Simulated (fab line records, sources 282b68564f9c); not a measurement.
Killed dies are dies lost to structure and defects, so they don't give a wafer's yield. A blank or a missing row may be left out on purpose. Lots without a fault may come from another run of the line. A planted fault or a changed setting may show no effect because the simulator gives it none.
A struck lot beside a sound one | flow rit_cmos | 30 steps out of a route of 202
Sound: wafers L767.3, L767.4, L767.6. Struck: wafers L764.2, L764.3, L764.5. The cause comes at the end.
At each step with rows: each side's tool, then ch and its chambers, then its first start. Under that, the readings that differ: sound wafers | struck wafers | difference of the means | sigmas: that difference in standard deviations of wafers without a fault.
alike: readings whose means differ by less than 2 such deviations, and words and numbers that are the same on both sides. not compared: withheld readings, readings that some wafer has no value for, bounds like >300 that may hide the same value, and numbers for which the record gives no deviation and whose values overlap.
The two part at a step that has a row with sigmas, a row that says differs or no value, or rows on one side only. Numbers that don't overlap but have no deviation are shown without sigmas and don't part them. A reading that every wafer of one side lacks parts them only if that side has two wafers or more.

RIT_FOX2_THK_MEAS_01:
  sound on film_metro-04, day 4 06:27; struck on film_metro-02, day 3 16:49
  alike: FOX2_OXIDE_THK
then, 2 steps without rows for these wafers: RIT_FOX2_CLEAN_02 (cleans in dHF, time 180 s); RIT_FOX2_WET_ETCH_03 (etches Si3N4 in H3PO4, target depth 195 nm, time 2700 s).
RIT_FOX2_THK_MEAS_90:
  sound on film_metro-03, day 4 07:20; struck on film_metro-04, day 3 17:41
  alike: FIELD_OXIDE_LEFT_1_THK
then, 6 steps without rows for these wafers: RIT_NWELL_HMDS_00 (prime time 60 s); RIT_NWELL_COAT_01 (resist thk 1300 nm); RIT_NWELL_SOFTBAKE_02 (time 60 s); RIT_NWELL_EXPOSE_03 (exposes mask M2, target cd 43900 nm); RIT_NWELL_PEB_04; RIT_NWELL_DEVELOP_05 (develop time 68 s).
RIT_NWELL_OVL_MEAS_06:
  sound on overlay-02, day 4 08:16; struck on overlay-02, day 3 19:10
  alike: NWELL_OVL
then, 1 step without rows for these wafers: RIT_NWELL_HARDBAKE_07 (time 120 s).
RIT_NWELL_IMPLANT_08:
  sound on implanter-02 ch 0, day 4 08:35; struck on implanter-04 ch 0, day 3 19:28
  reading            | sound                     | struck                        | difference | sigmas
  dose_ions_cm2      | 4.997e+13 5.006e+13 5e+13 | 4.299e+13 4.286e+13 4.295e+13 | -7.077e+12 | -99 or more
  faraday_current_uA | 159 156 158               | 141 137 138                   | -19        | -6
  alike: beam_on_s
RIT_NWELL_STRIP_09: strips in O2, time 180 s.
  sound on plasma_asher-02 ch 0,1, day 4 08:45; struck on plasma_asher-01 ch 0, day 3 19:36
  alike: drypump_motor_current_A
  not compared: rf_hours_counter_h
RIT_NWELL_TW_MEAS_10:
  sound on film_metro-02, day 4 08:53; struck on film_metro-02, day 3 19:47
  reading  | sound          | struck         | difference | sigmas
  NWELL_TW | 2152 2145 2151 | 2042 2041 2033 | -111       | -11
then, 6 steps without rows for these wafers: RIT_PWELL_HMDS_00 (prime time 60 s); RIT_PWELL_COAT_01 (resist thk 1300 nm); RIT_PWELL_SOFTBAKE_02 (time 60 s); RIT_PWELL_EXPOSE_03 (exposes mask M3, target cd 43700 nm); RIT_PWELL_PEB_04; RIT_PWELL_DEVELOP_05 (develop time 68 s).
RIT_PWELL_OVL_MEAS_06:
  sound on overlay-02, day 4 10:08; struck on overlay-02, day 3 20:51
  alike: PWELL_OVL
then, 2 steps without rows for these wafers: RIT_PWELL_HARDBAKE_07 (time 120 s); RIT_PWELL_IMPLANT_08.
RIT_PWELL_STRIP_09: strips in O2, time 180 s.
  sound on plasma_asher-02 ch 0,1, day 4 10:37; struck on plasma_asher-02 ch 0,1, day 3 21:17
  alike: drypump_motor_current_A
  not compared: rf_hours_counter_h
RIT_PWELL_TW_MEAS_10:
  sound on film_metro-01, day 4 10:45; struck on film_metro-03, day 3 21:28
  reading  | sound       | struck      | difference | sigmas
  PWELL_TW | 964 963 964 | 953 941 941 | -19        | -3
then, 1 step without rows for these wafers: RIT_WELLDRIVE_ANNEAL_00 (time 14700 s).
RIT_WELLDRIVE_RS_MEAS_01: measures by four-point-probe.
  sound on film_metro-02, day 4 16:34; struck on film_metro-02, day 4 02:37
  reading           | sound             | struck            | difference | sigmas
  NWELL_RS (ohm/sq) | 275.3 276.7 276.4 | 302.2 303.7 302.2 | +26.6      | +35
RIT_WELLDRIVE_RS_MEAS_02: measures by four-point-probe.
  sound on film_metro-02, day 4 16:41; struck on film_metro-02, day 4 02:44
  reading           | sound             | struck            | difference | sigmas
  PWELL_RS (ohm/sq) | 433.3 432.5 431.1 | 430.1 429.1 430.6 | -2.4       | -2
RIT_M1_PROBE_99:
  sound on prober-02, day 5 22:51; struck on prober-01, day 5 08:37
  reading                                    | sound                | struck               | difference | sigmas
  model.etest.nwell_pinched.rs_ohm_sq        | 336.9 345.4 339      | 370.3 370.5 368.3    | +29.3      |
  model.etest.well_edge_left.line_ohm_um     | 185.5 184.8 182.8    | 201.9 203.9 206      | +19.6      |
  model.etest.well_edge_right.line_ohm_um    | 183.9 180.8 184.8    | 202 202.9 204.4      | +20        |
  model.etest.pmos_0p3.drive_ua_um           | 99.36 101.4 103      | 106.8 105.5 106.8    | +5.1       |
  model.etest.field_p_metal.vt_v (V)         | -29.07 -28.81 -29.3  | -27.68 -27.67 -27.62 | +1.40      |
  model.etest.field_p.vt_v (V)               | -12.55 -12.49 -12.51 | -11.91 -12.03 -11.94 | +0.56      |
  model.etest.iso_nwell_nwell.bv_v (V)       | 22.17 22.05 22.32    | 22.8 22.87 22.59     | +0.6       |
  model.etest.retro_edge_pmos.off_log10_a_um | -10.18 -10.1 -10.07  | -9.637 -9.767 -9.691 | +0.418     |
  alike: killed_at_front_end, killed_dies, killed_open, killed_short

WHERE THEY PART
First at RIT_NWELL_IMPLANT_08; last, within this record, at RIT_WELLDRIVE_RS_MEAS_02. Later steps at which nothing parts them and some readings are alike: RIT_M1_PROBE_99.

WHY: what the simulator had put in
Process parameter drift: implanter-04, from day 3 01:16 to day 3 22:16, at RIT_NWELL_IMPLANT_08. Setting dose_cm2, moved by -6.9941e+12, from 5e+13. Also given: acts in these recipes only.
